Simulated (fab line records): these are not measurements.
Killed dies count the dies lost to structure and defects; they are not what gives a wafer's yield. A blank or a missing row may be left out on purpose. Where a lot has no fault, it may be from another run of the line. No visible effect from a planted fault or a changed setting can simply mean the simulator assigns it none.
A lot that was struck, set against a sound lot    flow berkeley cmos170    44 out of 331 route steps
Sound: wafers L733.3, L733.4, L733.5. Struck: wafers L738.1, L738.2, L738.6. The cause comes at the end.
At each step with rows: each side's tool, then ch and its chambers, then its first start. Under that, the readings that differ: sound wafers    struck wafers    difference of the means    sigmas: that difference in standard deviations of wafers without a fault.
alike: readings whose means differ by less than 2 such deviations, and words and numbers that are the same on both sides. not compared: withheld readings, readings that some wafer has no value for, bounds like >300 that may hide the same value, and numbers for which the record gives no deviation and whose values overlap.
Wherever a step has rows on one side only, a row that says differs or no value, or a row with sigmas, the two part there. When numbers do not overlap yet have no deviation, they are printed without sigmas and do not part them. Lack of a reading on every wafer of one side parts them only where that side has two or more wafers.

first, 5 steps without rows for these wafers: UCB170_CONTACT_COAT_10 (resist thk 900 nm); UCB170_CONTACT_SOFTBAKE_11 (time 60 s); UCB170_CONTACT_EXPOSE_12 (exposes mask CONT, target cd 700 nm); UCB170_CONTACT_PEB_13; UCB170_CONTACT_DEVELOP_14 (develop time 45 s).
UCB170_CONTACT_CD_MEAS_15: the cd target is 700 nm.
  sound: cd sem-02 at day 9 00:49; struck: cd sem-01 at day 10 04:41
  alike: cd nm
UCB170_CONTACT_OVL_MEAS_16:
  sound: overlay-01 at day 9 00:55; struck: overlay-01 at day 10 04:49
  alike: CONTACT_OVL
UCB170_CONTACT_ETCH_17: etches BARC in N2/H2.
  sound on rie diel-03 ch 0,3, day 9 00:56; struck on rie diel-03 ch 2,3, day 10 04:51
  alike: chamber pressure mTorr, drypump motor current A, oes product au, throttle valve pct
then, 1 step without rows for these wafers: UCB170_CONTACT_ETCH_18 (etches PSG in CHF3/CF4/Ar, stops on TiSi2, target depth 840 nm, time 195 s).
UCB170_CONTACT_STRIP_19: strips in O2.
  sound on plasma asher-01 ch 0,1, day 9 01:08; struck on plasma asher-01 ch 0,1, day 10 05:01
  alike: chamber pressure mTorr, drypump motor current A, oes product au
  not compared: rf hours counter h
UCB170_CONTACT_CD_MEAS_90: the cd target is 700 nm.
  sound: cd sem-01 at day 9 01:15; struck: cd sem-01 at day 10 05:07
  alike: cd nm
then, 1 step without rows for these wafers: UCB170_CONTACT_CLEAN_20 (cleans in SPM, time 600 s).
UCB170_M1_SPUTTER_00: material Al, target thk 600 nm, time 80 s.
  sound: pvd sputter-02 at day 9 01:31; struck: pvd sputter-04 at day 10 05:25
reading                                sound                 struck                difference  sigmas
chamber pressure pa (Pa)               0.4996 0.4990 0.4990  0.5783 0.5782 0.5787  +0.0792     +79
throttle valve pct (%)                 31.3 30.6 30.5        27.4 27.8 26.3        -3.6        -4
model.Al_of_M1_SPUTTER_00.thk nm (nm)  594.4 602.5 596.9     583.6 582.7 582.6     -15.0       
UCB170_M1_RS_MEAS_01: measures by four-point-probe.
  sound: film metro-02 at day 9 01:37; struck: film metro-02 at day 10 05:28
reading            sound                 struck                difference  sigmas
M1_AL_RS (ohm/sq)  0.0488 0.0482 0.0487  0.0500 0.0500 0.0499  +0.0014     +3
UCB170_M1_THK_MEAS_02: measures by xrf.
  sound: film metro-02 at day 9 01:43; struck: film metro-02 at day 10 05:35
reading         sound        struck       difference  sigmas
M1_AL_THK (nm)  582 592 585  568 569 571  -17         -3
then, 6 steps without rows for these wafers: UCB170_M1_COAT_03; UCB170_M1_COAT_04 (resist thk 900 nm); UCB170_M1_SOFTBAKE_05 (time 60 s); UCB170_M1_EXPOSE_06 (exposes mask METAL1, target cd 700 nm); UCB170_M1_PEB_07; UCB170_M1_DEVELOP_08 (develop time 45 s).
UCB170_M1_CD_MEAS_09: the cd target is 700 nm.
  sound: cd sem-01 at day 9 02:42; struck: cd sem-02 at day 10 06:33
  alike: cd nm
UCB170_M1_OVL_MEAS_10:
  sound: overlay-01 at day 9 02:47; struck: overlay-01 at day 10 06:40
  alike: M1_OVL
UCB170_M1_ETCH_11: etches BARC in N2/H2.
  sound on rie diel-04 ch 0,2,3, day 9 02:49; struck on rie diel-04 ch 2,3, day 10 06:43
  alike: chamber pressure mTorr, drypump motor current A, oes product au, throttle valve pct
UCB170_M1_METAL_ETCH_12: etches Al in Cl2/BCl3, stops on PSG, target depth 780 nm, time 130 s.
  sound on rie metal-01 ch 0,1, day 9 02:54; struck on rie metal-01 ch 0,1, day 10 06:45
reading                         sound              struck             difference  sigmas
model.M1.feature depth nm (nm)  632.6 640.2 635.2  621.1 620.6 620.1  -15.4       
model.etch.depth nm (nm)        594.4 602.5 596.9  583.6 582.7 582.6  -15.0       
  alike: chamber pressure mTorr, drypump motor current A, oes product au, throttle valve pct
  not compared: rf hours counter h
UCB170_M1_STRIP_13: strips in O2.
  sound on plasma asher-04 ch 0,1, day 9 03:01; struck on plasma asher-02 ch 0,1, day 10 06:56
reading                      sound        struck       difference  sigmas
drypump motor current A (A)  5.4 5.4 5.4  6.0 6.7 6.7  +1.1        +2
  alike: chamber pressure mTorr, oes product au
  not compared: rf hours counter h
UCB170_M1_CD_MEAS_90: the cd target is 700 nm.
  sound: cd sem-01 at day 9 03:08; struck: cd sem-01 at day 10 07:02
  alike: cd nm
then, 2 steps without rows for these wafers: UCB170_M1_ANNEAL_14 (time 1200 s); UCB170_V1_CVD_00 (deposits SiO2 from TEOS/O2, target thk 2000 nm, time 250 s).
UCB170_V1_THK_MEAS_01:
  sound: film metro-01 at day 9 04:43; struck: film metro-01 at day 10 09:17
  alike: V1_TEOS_THK
UCB170_V1_CMP_02: polishes SiO2.
  sound on cmp-01 ch 0,1,2, day 9 04:46; struck on cmp-01 ch 0,1,3, day 10 09:23
  alike: head pressure psi, motor current A
UCB170_V1_BOW_MEAS_03:
  sound: film metro-04 at day 9 05:06; struck: film metro-01 at day 10 09:38
  alike: V1_BOW
UCB170_V1_THK_MEAS_04:
  sound: film metro-04 at day 9 05:12; struck: film metro-01 at day 10 09:46
  alike: V1_POLISHED_THK
then, 7 steps without rows for these wafers: UCB170_V1_CLEAN_05 (cleans in DIW); UCB170_V1_HMDS_06 (prime time 60 s); UCB170_V1_COAT_07 (resist thk 900 nm); UCB170_V1_SOFTBAKE_08 (time 60 s); UCB170_V1_EXPOSE_09 (exposes mask VIA1, target cd 700 nm); UCB170_V1_PEB_10; UCB170_V1_DEVELOP_11 (develop time 45 s).
UCB170_V1_CD_MEAS_12: the cd target is 700 nm.
  sound: cd sem-02 at day 9 06:27; struck: cd sem-01 at day 10 13:32
  alike: cd nm
UCB170_V1_OVL_MEAS_13:
  sound: overlay-02 at day 9 06:32; struck: overlay-01 at day 10 13:40
  alike: V1_OVL
UCB170_V1_ETCH_14: etches SiO2 in CHF3/CF4/Ar, stops on Al, target depth 1250 nm, time 291 s.
  sound on rie diel-03 ch 0,2,3, day 9 06:34; struck on rie diel-03 ch 1,2,3, day 10 13:43
reading                                sound              struck             difference  sigmas
model.Al_of_M1_SPUTTER_00.thk nm (nm)  594.3 602.5 596.5  583.3 582.7 582.6  -14.9       
  alike: chamber pressure mTorr, drypump motor current A, oes product au, throttle valve pct
  not compared: rf hours counter h
UCB170_M3_PROBE_99:
  sound: prober-01 at day 9 14:40; struck: prober-01 at day 10 22:37
reading                   sound                    struck                   difference  sigmas
model.etest.m1.rs ohm sq  0.04887 0.04812 0.04852  0.05032 0.05021 0.04976  +0.00159    

WHERE THEY PART
First at UCB170_M1_SPUTTER_00; last, within this record, at UCB170_M1_STRIP_13. Later steps at which nothing parts them and some readings are alike: UCB170_M1_CD_MEAS_90, UCB170_V1_THK_MEAS_01, UCB170_V1_CMP_02, UCB170_V1_BOW_MEAS_03, UCB170_V1_THK_MEAS_04, UCB170_V1_CD_MEAS_12, UCB170_V1_OVL_MEAS_13, UCB170_V1_ETCH_14.

WHY: what had been put in by the simulator
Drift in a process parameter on pvd sputter-04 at UCB170_M1_SPUTTER_00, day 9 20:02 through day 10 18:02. Setting chamber pressure pa shifted by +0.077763 from 0.5. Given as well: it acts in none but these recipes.
